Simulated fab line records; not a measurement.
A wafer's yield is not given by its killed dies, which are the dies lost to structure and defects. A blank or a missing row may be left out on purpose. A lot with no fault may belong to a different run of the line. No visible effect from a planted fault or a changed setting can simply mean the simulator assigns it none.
Chamber matching    flow berkeley-cmos170    UCB170_ACTIVE_ETCH_15 on rie-diel-02 has 4 sister chambers
The step etches Si3N4 in CH3F/Ar/O2, stops on SiO2, target depth 242 nm, time 151 s. 8 wafers are shown with their chamber, then 10 later ones without.

== EACH WAFER AND ITS CHAMBER ==
wafer   chamber  drypump-motor-current-A (A)  throttle-valve-pct (%)
L078.3  2        6.4                          8.35
L082.3  3        6.4                          8.20
L082.5  3        6.4                          8.21
L083.3  0        5.7                          8.00
L083.4  2        6.4                          8.36
L083.6  1        6.1                          7.92
L087.2  1        6.0                          7.92
L087.3  0        5.7                          8.01

== WAFERS WITH NO CHAMBER GIVEN ==
wafer   drypump-motor-current-A (A)  throttle-valve-pct (%)
L087.6  6.3                          8.20
L092.3  6.4                          8.19
L092.4  5.7                          8.00
L092.6  6.1                          7.90
L093.1  6.1                          7.91
L093.2  6.3                          8.20
L093.3  6.4                          8.34
L093.4  5.7                          8.00
L093.5  6.4                          8.34
L093.6  6.4                          8.18

== CHAMBER TAKEN BY EACH ==
wafer   from the rows above  in truth
L087.6  3                    3
L092.3  3                    3
L092.4  0                    0
L092.6  1                    1
L093.1  1                    1
L093.2  3                    3
L093.3  2                    2
L093.4  0                    0
L093.5  2                    2
L093.6  3                    3
Placed correctly: 10 of 10. Number that these rows cannot place: 0. Wrongly placed: 0.
How it was worked out, from the rows above alone: a wafer's distance from a chamber is the root of the sum, over the readings, of the square of ((its reading less the chamber's mean) divided by the reading's scatter). If the next closest chamber is less than 2 further off than the closest, the wafer can't be placed; otherwise it belongs to the closest. A chamber's mean is the mean of its shown wafers. How the scatter is found: for the shown wafers, subtract from each reading the mean of its chamber, square and add these, divide the total by (wafers less chambers), then take the root.
